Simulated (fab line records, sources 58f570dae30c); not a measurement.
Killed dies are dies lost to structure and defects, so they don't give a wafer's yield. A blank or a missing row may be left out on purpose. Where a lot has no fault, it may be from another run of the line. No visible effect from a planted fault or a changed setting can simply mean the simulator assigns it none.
Which tool did it? | flow berkeley cmos170 | 15 lots with 45 wafers sampled at 5 steps, on a route of 331 steps

## WHAT THE GAUGES READ, wafer by wafer
UCB170_V1_THK_MEAS_01. Usual: for V1_TEOS_THK the level is 1996 nm and the standard deviation is 28.
lot  | measured     | on            | V1_TEOS_THK (nm) | flag
L188 | day 7 12:59  | film metro-03 | 1991 2028 2049   |
L187 | day 7 13:00  | film metro-04 | 1942 1960 2029   |
L189 | day 7 22:27  | film metro-04 | 1961 1972 1993   |
L190 | day 8 03:45  | film metro-01 | 1979 1996 1992   |
L192 | day 8 09:17  | film metro-03 | 1974 1959 1976   |
L194 | day 8 22:01  | film metro-04 | 1952 1957 1985   |
L201 | day 10 04:10 | film metro-03 | 1998 2030 1998   |
L202 | day 10 04:17 | film metro-03 | 1995 1985 2030   |
L203 | day 11 00:17 | film metro-03 | 1993 2008 2021   |
L204 | day 11 00:16 | film metro-01 | 1998 2039 2044   |
L205 | day 11 00:18 | film metro-04 | 2021 2015 1966   |
L206 | day 11 04:02 | film metro-04 | 1975 2039 2062   |
L207 | day 11 04:02 | film metro-03 | 1965 1998 2010   |
L209 | day 11 19:22 | film metro-04 | 2014 2000 2001   |
L210 | day 11 23:37 | film metro-04 | 1931 2015 1990   |

UCB170_M2_RS_MEAS_02: measures by four-point-probe. Usual: for M2_AL_RS the level is 0.0325 ohm/sq and the standard deviation is 0.00035.
lot  | measured     | on            | M2_AL_RS (ohm/sq)    | flag
L188 | day 7 16:32  | film metro-04 | 0.0322 0.0321 0.0323 |
L187 | day 7 16:50  | film metro-04 | 0.0324 0.0325 0.0332 |
L189 | day 8 00:43  | film metro-03 | 0.0328 0.0329 0.0325 |
L190 | day 8 06:20  | film metro-03 | 0.0321 0.0323 0.0327 |
L192 | day 8 12:35  | film metro-04 | 0.0162 0.0161 0.0160 | OFF
L194 | day 9 04:29  | film metro-03 | 0.0160 0.0158 0.0160 | OFF
L201 | day 10 06:45 | film metro-02 | 0.0327 0.0320 0.0319 |
L202 | day 10 07:13 | film metro-03 | 0.0164 0.0160 0.0163 | OFF
L203 | day 11 04:44 | film metro-04 | 0.0323 0.0322 0.0319 |
L204 | day 11 04:53 | film metro-03 | 0.0330 0.0328 0.0328 |
L205 | day 11 05:05 | film metro-04 | 0.0326 0.0328 0.0327 |
L206 | day 11 06:19 | film metro-02 | 0.0323 0.0320 0.0320 |
L207 | day 11 07:02 | film metro-03 | 0.0320 0.0323 0.0323 |
L209 | day 11 21:45 | film metro-02 | 0.0325 0.0329 0.0330 |
L210 | day 12 02:23 | film metro-03 | 0.0331 0.0327 0.0330 |

UCB170_M2_THK_MEAS_03: measures by xrf. Usual: for M2_AL_THK the level is 901 nm and the standard deviation is 10.
lot  | measured     | on            | M2_AL_THK (nm) | flag
L188 | day 7 16:40  | film metro-04 | 918 920 915    |
L187 | day 7 16:57  | film metro-04 | 908 907 885    |
L189 | day 8 00:50  | film metro-03 | 893 890 897    |
L190 | day 8 06:26  | film metro-03 | 913 901 890    |
L192 | day 8 12:41  | film metro-04 | 1823 1836 1839 | OFF
L194 | day 9 04:36  | film metro-03 | 1819 1832 1829 | OFF
L201 | day 10 06:52 | film metro-02 | 895 910 916    |
L202 | day 10 07:20 | film metro-03 | 1758 1816 1778 | OFF
L203 | day 11 04:50 | film metro-04 | 908 907 919    |
L204 | day 11 05:00 | film metro-03 | 887 893 895    |
L205 | day 11 05:11 | film metro-04 | 897 896 901    |
L206 | day 11 06:25 | film metro-02 | 895 910 913    |
L207 | day 11 07:08 | film metro-03 | 912 907 906    |
L209 | day 11 21:52 | film metro-02 | 896 880 882    |
L210 | day 12 02:30 | film metro-03 | 883 892 883    |

## WHICH TOOL RAN EACH LOT (tool, then ch and the chambers of the sampled wafers, then the start)
lot  | UCB170_M1_STRIP_13                   | UCB170_M2_SPUTTER_01
L188 | plasma asher-01 ch 0,1, day 7 09:20  | pvd sputter-02, day 7 16:28
L187 | plasma asher-02 ch 0,1, day 7 09:38  | pvd sputter-03, day 7 16:44
L189 | plasma asher-02 ch 0,1, day 7 17:20  | pvd sputter-03, day 8 00:37
L190 | plasma asher-02 ch 0,1, day 7 22:01  | pvd sputter-03, day 8 06:14
L192 | plasma asher-03 ch 0,1, day 8 04:22  | pvd sputter-03, day 8 12:13
L194 | plasma asher-03 ch 0,1, day 8 15:35  | pvd sputter-02, day 9 00:22
L201 | plasma asher-01 ch 0,1, day 9 22:13  | pvd sputter-04, day 10 06:40
L202 | plasma asher-02 ch 0,1, day 10 01:31 | pvd sputter-04, day 10 06:53
L203 | plasma asher-02 ch 0,1, day 10 19:52 | pvd sputter-03, day 11 04:37
L204 | plasma asher-01 ch 0,1, day 10 20:14 | pvd sputter-03, day 11 04:48
L205 | plasma asher-02 ch 0,1, day 10 20:57 | pvd sputter-03, day 11 04:57
L206 | plasma asher-02 ch 0,1, day 10 22:50 | pvd sputter-04, day 11 06:11
L207 | plasma asher-03 ch 0,1, day 10 23:09 | pvd sputter-03, day 11 06:55
L209 | plasma asher-01 ch 0,1, day 11 14:56 | pvd sputter-04, day 11 21:40
L210 | plasma asher-03 ch 0,1, day 11 18:17 | pvd sputter-03, day 12 02:17
- UCB170_M1_STRIP_13: strips in O2.
- UCB170_M2_SPUTTER_01: material Al, target thk 900 nm, time 120 s.

## WHAT THE TOOLS THEMSELVES READ (means of the sampled wafers that have a number; where no wafer has one, the mark that the record gives instead)
UCB170_M1_STRIP_13. Usual: drypump motor current A 5.93 A, standard deviation 0.24; oes product au 0.719 a.u., standard deviation 0.0051.
lot  | tool            | drypump motor current A (A) | oes product au (a.u.) | flag
L188 | plasma asher-01 | 5.82                        | 0.720                 |
L187 | plasma asher-02 | 5.95                        | 0.722                 |
L189 | plasma asher-02 | 5.92                        | 0.722                 |
L190 | plasma asher-02 | 5.94                        | 0.716                 |
L192 | plasma asher-03 | 5.91                        | 0.714                 |
L194 | plasma asher-03 | 5.76                        | 0.714                 |
L201 | plasma asher-01 | 5.83                        | 0.712                 |
L202 | plasma asher-02 | 5.92                        | 0.720                 |
L203 | plasma asher-02 | 6.08                        | 0.718                 |
L204 | plasma asher-01 | 5.82                        | 0.717                 |
L205 | plasma asher-02 | 5.92                        | 0.723                 |
L206 | plasma asher-02 | 5.92                        | 0.717                 |
L207 | plasma asher-03 | 5.91                        | 0.722                 |
L209 | plasma asher-01 | 5.99                        | 0.723                 |
L210 | plasma asher-03 | 5.91                        | 0.722                 |

UCB170_M2_SPUTTER_01. Usual: throttle valve pct at 29.6 %, with a standard deviation of 1.2.
lot  | tool           | throttle valve pct (%) | flag
L188 | pvd sputter-02 | 30.6                   |
L187 | pvd sputter-03 | 29.2                   |
L189 | pvd sputter-03 | 29.4                   |
L190 | pvd sputter-03 | 29.1                   |
L192 | pvd sputter-03 | 28.7                   |
L194 | pvd sputter-02 | 30.5                   |
L201 | pvd sputter-04 | 30.9                   |
L202 | pvd sputter-04 | 31.2                   |
L203 | pvd sputter-03 | 28.5                   |
L204 | pvd sputter-03 | 28.6                   |
L205 | pvd sputter-03 | 28.8                   |
L206 | pvd sputter-04 | 31.2                   |
L207 | pvd sputter-03 | 28.1                   |
L209 | pvd sputter-04 | 31.4                   |
L210 | pvd sputter-03 | 28.6                   |

## THE ANSWER, worked out from the rows above alone
Rule: lot off if the mean of its wafers having a number is beyond 3 standard deviations from the usual mean. Also off: a lot with no number at a reading for which 4 or more lots have one. The other lots that the step has rows for count as sound. The gauges are gone through in route order, then the tools' own readings, and for those a lot's mean is taken as printed above. At the first step where some lot is off, the reading lying furthest off is the one used; lots without a number count as furthest.
Off: at UCB170_M2_RS_MEAS_02 (M2_AL_RS), L192, L194, L202.
If a tool, at a process step before that reading, ran all the lots that are off and no sound lot after the first of them, it fits. Those tools and the gauges at UCB170_M2_RS_MEAS_02 are tried in the same way. Of those tried, none fits.

## WHAT THE SIMULATOR HAD INSERTED
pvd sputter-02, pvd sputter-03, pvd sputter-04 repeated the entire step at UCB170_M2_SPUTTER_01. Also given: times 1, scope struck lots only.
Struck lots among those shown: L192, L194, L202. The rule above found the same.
